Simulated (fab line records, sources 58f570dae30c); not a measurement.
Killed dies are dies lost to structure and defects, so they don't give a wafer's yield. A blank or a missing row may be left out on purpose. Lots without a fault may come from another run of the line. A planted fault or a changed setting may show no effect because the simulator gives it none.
Problem report in the 8D (eight disciplines) form, filled by code | flow berkeley_cmos170 | the parts of the form that need people (team, actions taken, sign-off) are left out

1. THE PROBLEM
strip_time_to_endpoint_s at UCB170_NSD_STRIP_09 reads a mean of 36.96 s on 6 wafers of 2 lots; wafers without a fault read 35.83 s with a standard deviation of 0.064. That is +18 standard deviations from the usual mean.
The step: strips in O2.
First seen on wafer L299.1, day 8 15:33, on plasma_asher-01. The record holds 42 wafers of 14 lots with a number at this step. Rule for "out", or "out of limits": more than 4 standard deviations from the usual mean. The other wafers with a number count as sound.

2. WHAT IT IS AND WHAT IT IS NOT
question                    | is                               | is not
which readings at this step | strip_time_to_endpoint_s         | drypump_motor_current_A, oes_product_au
which lots                  | L299, L300                       | L289, L290, L291, L292, L293, L294, L296, L301, L305, L306, L309, L311
which wafers of those lots  | all that have a number           | -
read on which tools         | plasma_asher-01, plasma_asher-02 | plasma_asher-03
when                        | from day 8 15:33                 | up to then (21 sound wafers); but 15 sound wafers of L301, L305, L306, L309, L311 came after

3. SUSPECTS, AND WHAT RULES EACH OUT
Counting: a tool at a process step up to the reading stays a suspect if it ran every lot that is out and no sound lot after the first of them.
- litho_track-03 at UCB170_NSD_COAT_01 (resist thk 900 nm): kept. It ran every lot that is out, first L299 (day 8 13:40), and no sound lot after that; its last sound lot up to then is L293 (day 7 11:07).
Left after counting: litho_track-03 at UCB170_NSD_COAT_01.

4. THE CAUSE (what the simulator had put in)
Process parameter drift: litho_track-03, from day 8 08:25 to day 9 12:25, at UCB170_NSD_COAT_01. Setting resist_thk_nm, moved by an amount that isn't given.
Counting left only this tool.

5. THE CHAIN OF EFFECTS, in route order
Each row: a reading whose mean over the struck wafers that have a number lies more than 3 standard deviations from the usual. Only readings for which the record gives a usual standard deviation are gone through. hours: the time from each lot's start at the first step in this table that gives one to its start at this step, as a median over the lots. sigmas: the change in usual standard deviations.
hours | step                | reading                  | usual   | on struck wafers | change | sigmas
0     | UCB170_NSD_STRIP_09 | strip_time_to_endpoint_s | 35.83 s | 36.96            | +1.13  | +18
The process steps in it:
- UCB170_NSD_STRIP_09: strips in O2.

6. WHAT WOULD HAVE CAUGHT IT SOONER
In this record the first reading out of limits was taken at day 8 15:33, 7 hours after the fault began at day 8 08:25.
Of the lots that are out (2), L300 began UCB170_NSD_COAT_01 on litho_track-03 after day 8 15:33. A hold on the tool at that time would have spared it.
